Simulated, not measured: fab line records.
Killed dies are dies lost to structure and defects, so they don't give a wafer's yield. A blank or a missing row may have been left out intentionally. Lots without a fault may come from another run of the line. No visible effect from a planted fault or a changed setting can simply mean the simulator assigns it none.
The same fault as seen by 2 desks :: flow berkeley-cmos170 :: every desk sees just its own numbers, and what lay behind them comes last

== THE TOOL OWNER'S DESK: pecvd-03 ==
The tool's own readings at UCB170_V2_CVD_00 (deposits SiO2 from TEOS/O2, target thk 2000 nm, time 250 s): means of the sampled wafers that have a number, for each lot that ran on this tool. Any lot whose mean is over 4 standard deviations away from the usual mean is out of limits and marked OUT; that distance is given in the brackets.
Columns: A = heater-power-w at UCB170_V2_CVD_00, usual 254 W; B = rf-fwd-power-W at UCB170_V2_CVD_00, usual 548.8 W
lot: L203
first seen here: day 9 03:59
A: 283
B: 549.8

lot: L204
first seen here: day 9 05:11
A: 263
B: 550.1

lot: L208
first seen here: day 10 01:53
A: 294
B: 548.8

lot: L212
first seen here: day 10 10:29
A: 330
B: 528.6 (-11) OUT

lot: L213
first seen here: day 11 04:52
A: 310
B: 506.0 (-24) OUT
This desk's finding: out of limits on L212, L213; first on L212, day 10 10:29 (rf-fwd-power-W at UCB170_V2_CVD_00). L203, L204, L208 stayed within limits.

== METROLOGY DESK ==
What the gauges read for every lot (on any tool): the sampled wafers with a number, averaged. Any lot whose mean is over 4 standard deviations away from the usual mean is out of limits and marked OUT; that distance is given in the brackets.
Columns: A = V2_TEOS_THK at UCB170_V2_THK_MEAS_01, usual 2001 nm
lot: L203
first seen here: day 9 04:09
A: 1986

lot: L202
first seen here: day 9 05:07
A: 1997

lot: L204
first seen here: day 9 05:20
A: 2017

lot: L201
first seen here: day 9 05:24
A: 1988

lot: L200
first seen here: day 9 05:37
A: 2001

lot: L208
first seen here: day 10 02:04
A: 2026

lot: L212
first seen here: day 10 10:39
A: 1973

lot: L213
first seen here: day 11 05:01
A: 1961

lot: L215
first seen here: day 11 19:44
A: 2020

lot: L216
first seen here: day 11 20:19
A: 1998

lot: L217
first seen here: day 11 21:46
A: 1987

lot: L218
first seen here: day 12 13:52
A: 2009

lot: L222
first seen here: day 12 23:21
A: 2017

lot: L221
first seen here: day 13 01:49
A: 1980
Finding of this desk: none of the 14 lots has anything out of limits.

== ALL TOGETHER ==
At day 10 10:29, on L212, L213, the tool owner's desk was in a position to raise an alarm.
At the metrology desk, nothing out of limits was observed.
The metrology desk has L212, L213 on record, within its limits.
Of the lots named, all ran UCB170_V2_CVD_00 on pecvd-03.

== WHAT WAS PUT IN BY THE SIMULATOR ==
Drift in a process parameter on pecvd-03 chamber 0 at UCB170_V2_CVD_00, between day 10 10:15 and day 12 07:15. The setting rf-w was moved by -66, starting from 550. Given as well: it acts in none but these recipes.
Struck lots among those shown: L212, L213.
Delay in hours, fault start to first out-of-limits reading, by desk: the tool owner's desk at 0.
